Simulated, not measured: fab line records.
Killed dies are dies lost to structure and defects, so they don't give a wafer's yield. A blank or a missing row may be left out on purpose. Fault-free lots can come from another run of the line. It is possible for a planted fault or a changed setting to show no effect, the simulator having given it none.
Which tool is to blame? :: flow berkeleyCmos170 :: 15 lots, 45 wafers sampled, at 5 steps of a route of 331

== WHAT EACH GAUGE READ, for each wafer ==
UCB170_NWELL_TW_MEAS_16. Usual: NWELL_TW typically reads 1251, with standard deviation 9.4.
lot: L974
measured: day 2 10:51
on: filmMetro-03
NWELL_TW: 1233 1239 1243
flag: 

lot: L975
measured: day 2 17:48
on: filmMetro-04
NWELL_TW: 1256 1257 1259
flag: 

lot: L976
measured: day 2 23:35
on: filmMetro-04
NWELL_TW: 1261 1262 1260
flag: 

lot: L977
measured: day 3 04:10
on: filmMetro-03
NWELL_TW: 1244 1243 1244
flag: 

lot: L978
measured: day 3 10:59
on: filmMetro-04
NWELL_TW: 1259 1262 1250
flag: 

lot: L979
measured: day 3 19:20
on: filmMetro-03
NWELL_TW: 1242 1248 1238
flag: 

lot: L980
measured: day 3 19:37
on: filmMetro-02
NWELL_TW: 1240 1242 1230
flag: 

lot: L985
measured: day 4 22:28
on: filmMetro-02
NWELL_TW: 1251 1241 1246
flag: 

lot: L986
measured: day 5 03:52
on: filmMetro-04
NWELL_TW: 1248 1241 1256
flag: 

lot: L991
measured: day 6 01:30
on: filmMetro-02
NWELL_TW: 1245 1242 1239
flag: 

lot: L992
measured: day 6 07:07
on: filmMetro-02
NWELL_TW: 1245 1245 1253
flag: 

lot: L993
measured: day 6 08:07
on: filmMetro-04
NWELL_TW: 1262 1267 1269
flag: 

lot: L995
measured: day 6 13:23
on: filmMetro-04
NWELL_TW: 1257 1256 1261
flag: 

lot: L996
measured: day 6 22:11
on: filmMetro-02
NWELL_TW: 1235 1249 1244
flag: 

lot: L997
measured: day 6 22:25
on: filmMetro-04
NWELL_TW: 1264 1266 1260
flag: 

UCB170_SACOX_THK_MEAS_02. Usual: SACOX_OXIDE_THK typically reads 14.39 nm, with standard deviation 0.27.
lot: L974
measured: day 5 23:12
on: filmMetro-01
SACOX_OXIDE_THK (nm): 14.95 15.17 14.96
flag: 

lot: L975
measured: day 5 23:08
on: filmMetro-02
SACOX_OXIDE_THK (nm): 14.38 14.59 14.53
flag: 

lot: L976
measured: day 5 23:12
on: filmMetro-02
SACOX_OXIDE_THK (nm): 14.58 14.42 14.65
flag: 

lot: L977
measured: day 5 23:15
on: filmMetro-02
SACOX_OXIDE_THK (nm): 14.31 14.36 14.46
flag: 

lot: L978
measured: day 5 23:09
on: filmMetro-01
SACOX_OXIDE_THK (nm): 14.42 14.32 14.48
flag: 

lot: L979
measured: day 7 01:35
on: filmMetro-02
SACOX_OXIDE_THK (nm): 22.98 22.93 23.27 22.96 22.90 23.26
flag: OFF

lot: L980
measured: day 6 23:15
on: filmMetro-01
SACOX_OXIDE_THK (nm): 14.63 14.59 14.23
flag: 

lot: L985
measured: day 8 08:57
on: filmMetro-02
SACOX_OXIDE_THK (nm): 22.45 22.10 22.17 22.38 22.09 22.16
flag: OFF

lot: L986
measured: day 8 08:53
on: filmMetro-03
SACOX_OXIDE_THK (nm): 22.76 21.88 22.85 22.75 21.87 22.88
flag: OFF

lot: L991
measured: day 9 05:06
on: filmMetro-03
SACOX_OXIDE_THK (nm): 14.27 14.36 14.26
flag: 

lot: L992
measured: day 9 05:05
on: filmMetro-01
SACOX_OXIDE_THK (nm): 14.66 14.58 14.55
flag: 

lot: L993
measured: day 9 05:05
on: filmMetro-02
SACOX_OXIDE_THK (nm): 14.61 14.84 15.03
flag: 

lot: L995
measured: day 9 18:01
on: filmMetro-03
SACOX_OXIDE_THK (nm): 14.26 14.35 14.35
flag: 

lot: L996
measured: day 10 01:56
on: filmMetro-02
SACOX_OXIDE_THK (nm): 14.56 14.43 14.44
flag: 

lot: L997
measured: day 10 01:56
on: filmMetro-01
SACOX_OXIDE_THK (nm): 14.81 14.76 14.77
flag: 

UCB170_GATE_THK_MEAS_05. Usual: GATE_POLY_THK typically reads 213.8 nm, with standard deviation 1.9.
lot: L974
measured: day 6 23:03
on: filmMetro-01
GATE_POLY_THK (nm): 212.8 215.9 214.1
flag: 

lot: L975
measured: day 6 23:04
on: filmMetro-02
GATE_POLY_THK (nm): 214.0 214.3 212.9
flag: 

lot: L976
measured: day 6 23:07
on: filmMetro-01
GATE_POLY_THK (nm): 215.0 214.6 216.4
flag: 

lot: L977
measured: day 6 23:07
on: filmMetro-02
GATE_POLY_THK (nm): 214.1 212.0 213.5
flag: 

lot: L978
measured: day 6 23:00
on: filmMetro-01
GATE_POLY_THK (nm): 213.8 215.4 215.7
flag: 

lot: L979
measured: day 7 23:50
on: filmMetro-02
GATE_POLY_THK (nm): 214.7 213.9 214.9
flag: 

lot: L980
measured: day 7 23:51
on: filmMetro-01
GATE_POLY_THK (nm): 215.4 214.0 214.5
flag: 

lot: L985
measured: day 9 12:59
on: filmMetro-03
GATE_POLY_THK (nm): 213.5 212.8 212.3
flag: 

lot: L986
measured: day 9 12:59
on: filmMetro-02
GATE_POLY_THK (nm): 214.7 212.0 213.8
flag: 

lot: L991
measured: day 10 13:56
on: filmMetro-02
GATE_POLY_THK (nm): 216.0 216.4 218.1
flag: 

lot: L992
measured: day 10 13:55
on: filmMetro-01
GATE_POLY_THK (nm): 213.4 214.5 212.9
flag: 

lot: L993
measured: day 10 13:55
on: filmMetro-03
GATE_POLY_THK (nm): 213.9 214.8 212.4
flag: 

lot: L995
measured: day 10 23:29
on: filmMetro-01
GATE_POLY_THK (nm): 214.5 214.9 215.7
flag: 

lot: L996
measured: day 11 11:29
on: filmMetro-02
GATE_POLY_THK (nm): 212.9 215.7 213.9
flag: 

lot: L997
measured: day 11 11:28
on: filmMetro-01
GATE_POLY_THK (nm): 214.4 214.5 215.5
flag: 

== WHICH TOOL RAN EACH LOT (tool, then ch and the chambers of the sampled wafers, then the start) ==
lot: L974
UCB170_ZERO_STRIP_07: plasmaAsher-02 ch 0,1, day 1 18:26
UCB170_SACOX_OXIDATION_01: furnace-01 ch 0, day 5 21:28

lot: L975
UCB170_ZERO_STRIP_07: plasmaAsher-02 ch 0,1, day 2 01:43
UCB170_SACOX_OXIDATION_01: furnace-01 ch 0, day 5 21:28

lot: L976
UCB170_ZERO_STRIP_07: plasmaAsher-02 ch 0,1, day 2 08:12
UCB170_SACOX_OXIDATION_01: furnace-01 ch 0, day 5 21:28

lot: L977
UCB170_ZERO_STRIP_07: plasmaAsher-01 ch 0,1, day 2 12:26
UCB170_SACOX_OXIDATION_01: furnace-01 ch 0, day 5 21:28

lot: L978
UCB170_ZERO_STRIP_07: plasmaAsher-01 ch 0,1, day 2 18:03
UCB170_SACOX_OXIDATION_01: furnace-01 ch 0, day 5 21:28

lot: L979
UCB170_ZERO_STRIP_07: plasmaAsher-01 ch 0,1, day 3 00:58
UCB170_SACOX_OXIDATION_01: furnace-04 ch 0, day 6 21:35 and furnace-02 ch 0, day 6 23:55

lot: L980
UCB170_ZERO_STRIP_07: plasmaAsher-02 ch 0,1, day 3 01:20
UCB170_SACOX_OXIDATION_01: furnace-04 ch 0, day 6 21:35

lot: L985
UCB170_ZERO_STRIP_07: plasmaAsher-01 ch 0,1, day 4 03:58
UCB170_SACOX_OXIDATION_01: furnace-04 ch 0, day 8 04:02

lot: L986
UCB170_ZERO_STRIP_07: plasmaAsher-01 ch 0,1, day 4 14:28
UCB170_SACOX_OXIDATION_01: furnace-04 ch 0, day 8 04:02

lot: L991
UCB170_ZERO_STRIP_07: plasmaAsher-02 ch 0,1, day 5 08:13
UCB170_SACOX_OXIDATION_01: furnace-02 ch 0, day 9 03:25

lot: L992
UCB170_ZERO_STRIP_07: plasmaAsher-03 ch 0,1, day 5 17:29
UCB170_SACOX_OXIDATION_01: furnace-02 ch 0, day 9 03:25

lot: L993
UCB170_ZERO_STRIP_07: plasmaAsher-03 ch 0,1, day 5 18:05
UCB170_SACOX_OXIDATION_01: furnace-02 ch 0, day 9 03:25

lot: L995
UCB170_ZERO_STRIP_07: plasmaAsher-01 ch 0,1, day 6 04:04
UCB170_SACOX_OXIDATION_01: furnace-04 ch 0, day 9 16:20

lot: L996
UCB170_ZERO_STRIP_07: plasmaAsher-02 ch 0,1, day 6 10:12
UCB170_SACOX_OXIDATION_01: furnace-04 ch 0, day 10 00:16

lot: L997
UCB170_ZERO_STRIP_07: plasmaAsher-03 ch 0,1, day 6 13:32
UCB170_SACOX_OXIDATION_01: furnace-04 ch 0, day 10 00:16
- UCB170_ZERO_STRIP_07: strips in O2.
- UCB170_SACOX_OXIDATION_01: target thk 14.4 nm, ox time 2400 s.

== WHAT THE TOOLS THEMSELVES READ (means of the sampled wafers that have a number; where no wafer has one, the mark that the record gives instead) ==
UCB170_ZERO_STRIP_07. Usual: drypumpMotorCurrentA 5.4 A, standard deviation 0.46; oesProductAu 0.727 a.u., standard deviation 0.0045; stripTimeToEndpointS 21.53 s, standard deviation 0.05.
lot: L974
tool: plasmaAsher-02
drypumpMotorCurrentA (A): 5.3
oesProductAu (a.u.): 0.724
stripTimeToEndpointS (s): 21.57
flag: 

lot: L975
tool: plasmaAsher-02
drypumpMotorCurrentA (A): 5.6
oesProductAu (a.u.): 0.724
stripTimeToEndpointS (s): 21.58
flag: 

lot: L976
tool: plasmaAsher-02
drypumpMotorCurrentA (A): 5.3
oesProductAu (a.u.): 0.720
stripTimeToEndpointS (s): 21.52
flag: 

lot: L977
tool: plasmaAsher-01
drypumpMotorCurrentA (A): 5.3
oesProductAu (a.u.): 0.731
stripTimeToEndpointS (s): 21.55
flag: 

lot: L978
tool: plasmaAsher-01
drypumpMotorCurrentA (A): 5.3
oesProductAu (a.u.): 0.729
stripTimeToEndpointS (s): 21.52
flag: 

lot: L979
tool: plasmaAsher-01
drypumpMotorCurrentA (A): 5.0
oesProductAu (a.u.): 0.731
stripTimeToEndpointS (s): 21.52
flag: 

lot: L980
tool: plasmaAsher-02
drypumpMotorCurrentA (A): 5.3
oesProductAu (a.u.): 0.727
stripTimeToEndpointS (s): 21.60
flag: 

lot: L985
tool: plasmaAsher-01
drypumpMotorCurrentA (A): 4.9
oesProductAu (a.u.): 0.732
stripTimeToEndpointS (s): 21.57
flag: 

lot: L986
tool: plasmaAsher-01
drypumpMotorCurrentA (A): 5.2
oesProductAu (a.u.): 0.728
stripTimeToEndpointS (s): 21.55
flag: 

lot: L991
tool: plasmaAsher-02
drypumpMotorCurrentA (A): 5.4
oesProductAu (a.u.): 0.724
stripTimeToEndpointS (s): 21.48
flag: 

lot: L992
tool: plasmaAsher-03
drypumpMotorCurrentA (A): 5.7
oesProductAu (a.u.): 0.728
stripTimeToEndpointS (s): 21.48
flag: 

lot: L993
tool: plasmaAsher-03
drypumpMotorCurrentA (A): 5.7
oesProductAu (a.u.): 0.729
stripTimeToEndpointS (s): 21.52
flag: 

lot: L995
tool: plasmaAsher-01
drypumpMotorCurrentA (A): 5.0
oesProductAu (a.u.): 0.728
stripTimeToEndpointS (s): 21.45
flag: 

lot: L996
tool: plasmaAsher-02
drypumpMotorCurrentA (A): 5.6
oesProductAu (a.u.): 0.727
stripTimeToEndpointS (s): 21.52
flag: 

lot: L997
tool: plasmaAsher-03
drypumpMotorCurrentA (A): 5.4
oesProductAu (a.u.): 0.723
stripTimeToEndpointS (s): 21.47
flag: 

== THE ANSWER, worked out from the rows above alone ==
Rule: a lot is off if the mean of its wafers that have a number lies more than 3 standard deviations from the usual mean. Also off: a lot with no number at a reading for which 4 or more lots have one. Any other lot the step has rows for is counted as sound. First the gauges in route order, then the tools' own readings, where a lot's mean is used as printed above. At the first step where some lot is off, the reading lying furthest off is the one used; lots without a number count as furthest.
Off: L979, L985, L986, at UCB170_SACOX_THK_MEAS_02 (SACOX_OXIDE_THK).
If a tool, at a process step before that reading, ran all the lots that are off and no sound lot after the first of them, it fits. The gauges at UCB170_SACOX_THK_MEAS_02 are tried like those tools. No candidate that was tried fits.

== WHAT WAS PUT IN BY THE SIMULATOR ==
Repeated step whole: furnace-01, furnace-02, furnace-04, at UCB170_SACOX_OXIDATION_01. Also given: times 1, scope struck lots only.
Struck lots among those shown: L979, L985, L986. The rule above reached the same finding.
